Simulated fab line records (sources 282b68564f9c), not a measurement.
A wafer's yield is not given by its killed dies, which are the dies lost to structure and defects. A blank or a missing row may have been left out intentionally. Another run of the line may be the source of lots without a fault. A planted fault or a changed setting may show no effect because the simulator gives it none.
Which tool was responsible? | flow rit cmos | Sampling: 14 lots, 42 wafers, 2 of 202 route steps

== WHAT EACH GAUGE READ, for each wafer ==
The record lacks any reading of a measuring or inspecting step that a usual standard deviation could be used to judge.

== WHICH TOOL RAN EACH LOT (tool, then ch and the chambers of the sampled wafers, then the start) ==
lot  | RIT_SPACER_CVD_03          | RIT_M1_PROBE_99
L788 | lpcvd-02 ch 1, day 3 06:47 | prober-02, day 3 20:27
L790 | lpcvd-02 ch 1, day 3 16:28 | prober-02, day 4 05:36
L792 | lpcvd-02 ch 0, day 4 01:53 | prober-02, day 4 15:38
L793 | lpcvd-02 ch 1, day 4 12:31 | prober-01, day 5 01:40
L794 | lpcvd-01 ch 0, day 4 20:35 | prober-02, day 5 09:40
L795 | lpcvd-02 ch 1, day 4 20:50 | prober-01, day 5 11:10
L797 | lpcvd-02 ch 1, day 5 08:38 | prober-01, day 5 22:58
L798 | lpcvd-01 ch 1, day 5 20:12 | prober-02, day 6 09:28
L800 | lpcvd-01 ch 0, day 6 08:35 | prober-02, day 6 21:38
L801 | lpcvd-02 ch 1, day 6 17:39 | prober-01, day 7 07:09
L802 | lpcvd-02 ch 0, day 6 19:34 | -
L803 | lpcvd-02 ch 1, day 6 23:23 | -
L805 | lpcvd-01 ch 0, day 7 08:23 | prober-02, day 8 00:09
L811 | lpcvd-01 ch 1, day 8 01:00 | prober-01, day 8 14:37
- RIT_SPACER_CVD_03: deposits Si3N4 from SiH2Cl2/NH3, target thk 250 nm, time 3300 s.
- RIT_M1_PROBE_99

== AS READ BY THE TOOLS THEMSELVES (means over the sampled wafers that have a number; for cases with no such wafer, the mark the record gives instead) ==
RIT_SPACER_CVD_03. Usual: nh3 flow sccm 149.9 sccm, standard deviation 0.47; pressure mtorr 300.1 mTorr, standard deviation 0.58; zone power source pct 19.8 %, standard deviation 0.78.
lot  | tool     | nh3 flow sccm (sccm) | pressure mtorr (mTorr) | zone power source pct (%) | flag
L788 | lpcvd-02 | 150.3                | 299.8                  | 18.7                      |
L790 | lpcvd-02 | 150.1                | 300.0                  | 18.9                      |
L792 | lpcvd-02 | 150.5                | 299.7                  | 20.8                      |
L793 | lpcvd-02 | 149.6                | 300.5                  | 18.7                      |
L794 | lpcvd-01 | 149.9                | 300.7                  | 20.0                      |
L795 | lpcvd-02 | 149.7                | 299.8                  | 18.8                      |
L797 | lpcvd-02 | 150.8                | 299.9                  | 18.8                      |
L798 | lpcvd-01 | 149.9                | 300.5                  | 20.2                      |
L800 | lpcvd-01 | 149.7                | 300.8                  | 19.9                      |
L801 | lpcvd-02 | 149.8                | 300.4                  | 18.8                      |
L802 | lpcvd-02 | -                    | -                      | -                         | OFF
L803 | lpcvd-02 | -                    | -                      | -                         | OFF
L805 | lpcvd-01 | 150.3                | 300.8                  | 20.0                      |
L811 | lpcvd-01 | 150.0                | 299.8                  | 20.2                      |

RIT_M1_PROBE_99. Usual: defect limited yield 97.3 %, standard deviation 1.1; killed at contacts 0.1, standard deviation 0.28; killed at front end 7.1, standard deviation 2.8; killed dies 7.1, standard deviation 2.9; killed open 3.4, standard deviation 2; killed short 3.6, standard deviation 2.1; sort_bin_3_pad_short 0.1 %, standard deviation 0.21; sort_bin_5_function 1.5 %, standard deviation 0.85; sort_bin_6_memory 1.0 %, standard deviation 0.65; sort n pass 256.9, standard deviation 2.9; sort yield pct 97.3 %, standard deviation 1.1.
lot  | tool      | defect limited yield (%) | killed at contacts | killed at front end | killed dies | killed open | killed short | sort_bin_3_pad_short (%) | sort_bin_5_function (%) | sort_bin_6_memory (%) | sort n pass | sort yield pct (%) | flag
L788 | prober-02 | 97.2                     | 0.3                | 7.0                 | 7.3         | 6.0         | 1.3          | 0.0                      | 1.6                     | 1.1                   | 256.7       | 97.2               |
L790 | prober-02 | 95.2                     | 0.0                | 12.7                | 12.7        | 6.0         | 6.7          | 0.1                      | 2.3                     | 2.4                   | 251.3       | 95.2               |
L792 | prober-02 | 97.3                     | 0.0                | 7.0                 | 7.0         | 4.0         | 3.0          | 0.0                      | 2.0                     | 0.6                   | 257.0       | 97.3               |
L793 | prober-01 | 97.6                     | 0.0                | 6.3                 | 6.3         | 3.3         | 3.0          | 0.3                      | 1.5                     | 0.7                   | 257.7       | 97.6               |
L794 | prober-02 | 96.9                     | 0.0                | 8.0                 | 8.0         | 3.3         | 4.7          | 0.1                      | 1.8                     | 1.1                   | 256.0       | 96.9               |
L795 | prober-01 | 97.5                     | 0.0                | 6.7                 | 6.7         | 3.0         | 3.0          | 0.3                      | 1.2                     | 1.2                   | 257.3       | 97.5               |
L797 | prober-01 | 97.5                     | 0.3                | 6.3                 | 6.7         | 2.3         | 3.0          | 0.0                      | 1.7                     | 0.9                   | 257.3       | 97.5               |
L798 | prober-02 | 98.4                     | 0.0                | 4.3                 | 4.3         | 2.7         | 1.7          | 0.0                      | 1.0                     | 0.6                   | 259.7       | 98.4               |
L800 | prober-02 | 96.6                     | 0.0                | 9.0                 | 9.0         | 4.0         | 5.0          | 0.3                      | 2.8                     | 0.4                   | 255.0       | 96.6               |
L801 | prober-01 | 97.3                     | 0.0                | 7.0                 | 7.0         | 4.7         | 2.3          | 0.0                      | 1.6                     | 1.0                   | 257.0       | 97.3               |
L805 | prober-02 | 96.3                     | 0.0                | 9.7                 | 9.7         | 2.7         | 7.0          | 0.1                      | 1.9                     | 1.6                   | 254.3       | 96.3               |
L811 | prober-01 | 97.7                     | 0.0                | 6.0                 | 6.0         | 4.0         | 2.0          | 0.1                      | 1.4                     | 0.8                   | 258.0       | 97.7               |

== THE ANSWER, worked out from the rows above alone ==
Rule: lot off if the mean of its wafers having a number is beyond 3 standard deviations from the usual mean. A lot without any number at a reading at which 4 lots or more have one is off too. The other lots that the step has rows for count as sound. The gauges are gone through in route order, then the tools' own readings, and for those a lot's mean is taken as printed above. The first step at which some lot is off is used, and at that step the reading that is off furthest; a lot without a number counts as furthest.
Off: L802, L803, at RIT_SPACER_CVD_03 (nh3 flow sccm). Without a number there: L802, L803.
A tool fits if, at that step or a process step before it, it ran every lot that is off, and no sound lot after the first of them. One fits: RIT_SPACER_CVD_03 on lpcvd-02. Its last sound lot is L801 (day 6 17:39), its first lot that is off L802 (day 6 19:34): a fault that began between those two fits.
Blank at RIT_SPACER_CVD_03 on the lots that are off, where sound lots have numbers: nh3 flow sccm, pressure mtorr, zone power source pct.

== WHAT WAS PUT IN BY THE SIMULATOR ==
Whole step skipped at RIT_SPACER_CVD_03 on lpcvd-02, starting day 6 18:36. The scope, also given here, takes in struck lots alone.
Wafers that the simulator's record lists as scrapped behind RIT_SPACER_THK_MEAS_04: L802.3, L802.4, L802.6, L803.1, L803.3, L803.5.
Struck lots among those shown: L802, L803. The rule above found the same.
